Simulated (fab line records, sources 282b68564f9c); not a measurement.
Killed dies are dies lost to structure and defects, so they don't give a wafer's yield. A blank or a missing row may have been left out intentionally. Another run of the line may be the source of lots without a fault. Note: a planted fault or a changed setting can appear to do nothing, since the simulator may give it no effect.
Lot-split experiment | flow rit cmos | route with 202 steps; 5 lots, 23 wafers read

SPLIT DETAILS
At RIT_PRETRO_COAT_01 (resist thk 1300 nm), the setting resist thk nm was moved away from the recipe's 1300 nm on 10 of the 23 wafers read, by -5.0% to +5.9%. All remaining wafers had this setting at the recipe value.

FROM THE SPLIT TO THE READING: what the file shows between them, 3 steps
- RIT_PRETRO_SOFTBAKE_02: time 60 s
- RIT_PRETRO_EXPOSE_03: exposes mask M5, target cd 43700 nm
- RIT_PRETRO_DEVELOP_05: develop time 68 s

THE READING
NOVOLAK_of_PRETRO_COAT_01.thk nm (the simulator's own value, which no gauge read), in nm, at RIT_PRETRO_HARDBAKE_07 (time 120 s). The file does not state a usual value for it. Across the 13 wafers here that went through the recipe, the average is 1138 nm and the standard deviation 3.2 nm.

wafer  | tool, chamber at the split | resist thk nm as run, nm | against the recipe | NOVOLAK_of_PRETRO_COAT_01.thk nm, nm | against lot-mates on the recipe
L074.1 | litho track-02, 0          | 1300                     | recipe             | 1137                                 | -
L074.3 | litho track-02, 0          | 1300                     | recipe             | 1134                                 | -
L074.5 | litho track-02, 0          | 1300                     | recipe             | 1134                                 | -
L079.1 | litho track-02, 0          | 1300                     | recipe             | 1140                                 | -
L079.2 | litho track-02, 0          | 1300                     | recipe             | 1140                                 | -
L079.3 | litho track-02, 0          | 1235                     | -5.0%              | 1081                                 | -60
L079.5 | litho track-02, 0          | 1300                     | recipe             | 1143                                 | -
L079.6 | litho track-02, 0          | 1235                     | -5.0%              | 1083                                 | -58
L080.2 | litho track-02, 0          | 1377                     | +5.9%              | 1204                                 | +66
L080.3 | litho track-02, 0          | 1377                     | +5.9%              | 1201                                 | +62
L080.4 | litho track-02, 0          | 1300                     | recipe             | 1138                                 | -
L080.5 | litho track-02, 0          | 1300                     | recipe             | 1139                                 | -
L080.6 | litho track-02, 0          | 1377                     | +5.9%              | 1202                                 | +64
L082.2 | litho track-02, 0          | 1271                     | -2.2%              | 1120                                 | -20
L082.3 | litho track-02, 0          | 1300                     | recipe             | 1140                                 | -
L082.4 | litho track-02, 0          | 1271                     | -2.2%              | 1116                                 | -24
L082.5 | litho track-02, 0          | 1300                     | recipe             | 1141                                 | -
L082.6 | litho track-02, 0          | 1271                     | -2.2%              | 1122                                 | -18
L085.1 | litho track-02, 0          | 1270                     | -2.3%              | 1108                                 | -27
L085.2 | litho track-02, 0          | 1300                     | recipe             | 1138                                 | -
L085.4 | litho track-02, 0          | 1270                     | -2.3%              | 1111                                 | -24
L085.5 | litho track-02, 0          | 1300                     | recipe             | 1135                                 | -
L085.6 | litho track-02, 0          | 1300                     | recipe             | 1131                                 | -

FIT RESULTS
A straight line over all 23 wafers: NOVOLAK_of_PRETRO_COAT_01.thk nm changes by +10.8 nm for each +1% of resist thk nm; r = +0.99; the points scatter about the line by 3.7 nm.
The same after taking each lot's own level away (the mean of its wafers on the recipe; 23 wafers): +11 nm for each +1%; r = +1.00; scatter 2.6 nm.
Per that fit: largest resist thk nm move, reading shift of 65 nm.
The lots' own levels span 1134.7 to 1141.0 nm, that is 2.0 times the standard deviation above.
Consequently the slope shifts little with the lot-to-lot level, the two slopes agreeing.
Check: for one of the wafers moved furthest among these (+5.9%), held out of the fit, the line's prediction against its lot-mates is +64.6 nm. Against them it came out at +65.5 nm.

THESE WAFERS: OTHER SPLITS
Note: prior to the reading, these wafers also went through further splits. Each is held against what the fit with the lots' levels taken away leaves over:
other split on the same wafers    | wafers away from the commonest value | r with NOVOLAK_of_PRETRO_COAT_01.thk nm (lot level and that fit taken away)
RIT_ACTIVE_OXIDATION_01 ox time s | 10                                   | -0.40
RIT_ACTIVE_EXPOSE_08 dose mj      | 9                                    | +0.07
RIT_NWELL_IMPLANT_08 energy kev   | 10                                   | +0.07

THE WHOLE CHAIN: every reading that the file lists as answering this split, in the file's order
step                   | what it does       | reading                                                                           | change (the file's fit)              | r (the file's)
RIT_PRETRO_COAT_01     | resist thk 1300 nm | NOVOLAK_of_PRETRO_COAT_01.thk nm (the simulator's own value, which no gauge read) | +12.9 nm for each +1% of the setting | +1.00
RIT_PRETRO_HARDBAKE_07 | time 120 s         | NOVOLAK_of_PRETRO_COAT_01.thk nm (the simulator's own value, which no gauge read) | +11.1 nm for each +1% of the setting | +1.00

THE FILE'S OWN FIT
NOVOLAK_of_PRETRO_COAT_01.thk nm changes by +11.1 nm for each +1% of resist thk nm, r = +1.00.
